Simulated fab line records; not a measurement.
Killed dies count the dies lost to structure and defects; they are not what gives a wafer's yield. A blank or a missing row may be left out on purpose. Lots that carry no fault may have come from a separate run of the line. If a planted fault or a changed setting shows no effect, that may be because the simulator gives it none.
A struck lot beside a sound one	flow berkeley-cmos170	15 out of 331 route steps
Sound: these wafers, L409.2, L409.4, L409.5. Struck: wafers L418.1, L418.3, L418.4. The cause is given at the end.
For every step that has rows: the tool of each side, followed by ch and its chambers, followed by its first start. Under that, the readings that differ: sound wafers	struck wafers	difference of the means	sigmas: that difference in standard deviations of wafers without a fault.
alike: readings with means less than 2 such deviations apart, plus words and numbers identical on both sides. not compared: withheld readings, readings lacking a value on some wafer, bounds such as >300 that could conceal the same value, and numbers that have no deviation in the record and whose values overlap.
Wherever a step has rows on one side only, a row that says differs or no value, or a row with sigmas, the two part there. Numbers that don't overlap but have no deviation are shown without sigmas and don't part them. A reading missing from all wafers of one side parts the sides only when that side holds two or more wafers.

first, 3 steps without rows for these wafers: UCB170_PVT_EXPOSE_03 (exposes mask NWELL, target cd 3000 nm); UCB170_PVT_PEB_04; UCB170_PVT_DEVELOP_05 (develop time 45 s).
UCB170_PVT_OVL_MEAS_06:
  sound on overlay-02 at day 7 05:41; struck on overlay-02 at day 9 10:57
  alike: PVT_OVL
after that, 1 step had no rows for these wafers: UCB170_PVT_IMPLANT_07.
UCB170_PVT_STRIP_08: strips in O2.
  sound on plasma-asher-03 ch 0,1, day 7 05:52; struck on plasma-asher-02 ch 0,1, day 9 11:08
  alike: drypump-motor-current-A, oes-product-au, strip-time-to-endpoint-s
  not compared: rf-hours-counter-h
UCB170_PVT_TW_MEAS_09:
  sound on film-metro-02 at day 7 05:58; struck on film-metro-02 at day 9 11:14
  alike: PVT_TW
then, 1 step without rows for these wafers: UCB170_GATE_WET_ETCH_00 (etches SiO2 in dHF, time 200 s).
UCB170_FIELD_THK_MEAS_91:
  sound on film-metro-02 at day 7 06:05; struck on film-metro-02 at day 9 11:22
  alike: FIELD_OXIDE_LEFT_2_THK
then, 1 step without rows for these wafers: UCB170_GATE_OXIDATION_01 (target thk 6.6 nm, ox time 1800 s).
UCB170_GATE_THK_MEAS_02:
  sound on film-metro-02 at day 7 10:34; struck on film-metro-04 at day 9 19:23
  alike: GATE_OXIDE_THK
then, 1 step without rows for these wafers: UCB170_GATE_ANNEAL_03 (time 1800 s).
UCB170_GATE_CVD_04: deposits poly-Si from SiH4, time 1440 s, target thk 214 nm.
  sound on lpcvd-02 ch 0, day 7 18:08; struck on lpcvd-01 ch 0, day 10 03:07
UCB170_GATE_THK_MEAS_05:
  sound on film-metro-04 at day 7 19:32; struck on film-metro-04 at day 10 04:45
reading	sound	struck	difference	sigmas
GATE_POLY_THK (nm)	213.7 214.8 215.8	428.7 429.1 427.1	+213.5	+99 or more
UCB170_M3_PROBE_99:
  sound wafers here have rows in the record (prober-02, day 9 14:27); struck ones have none

## WHERE THEY PART
Earliest at UCB170_GATE_THK_MEAS_05; latest, in this record, at UCB170_M3_PROBE_99.

WHY: whatever the simulator had introduced
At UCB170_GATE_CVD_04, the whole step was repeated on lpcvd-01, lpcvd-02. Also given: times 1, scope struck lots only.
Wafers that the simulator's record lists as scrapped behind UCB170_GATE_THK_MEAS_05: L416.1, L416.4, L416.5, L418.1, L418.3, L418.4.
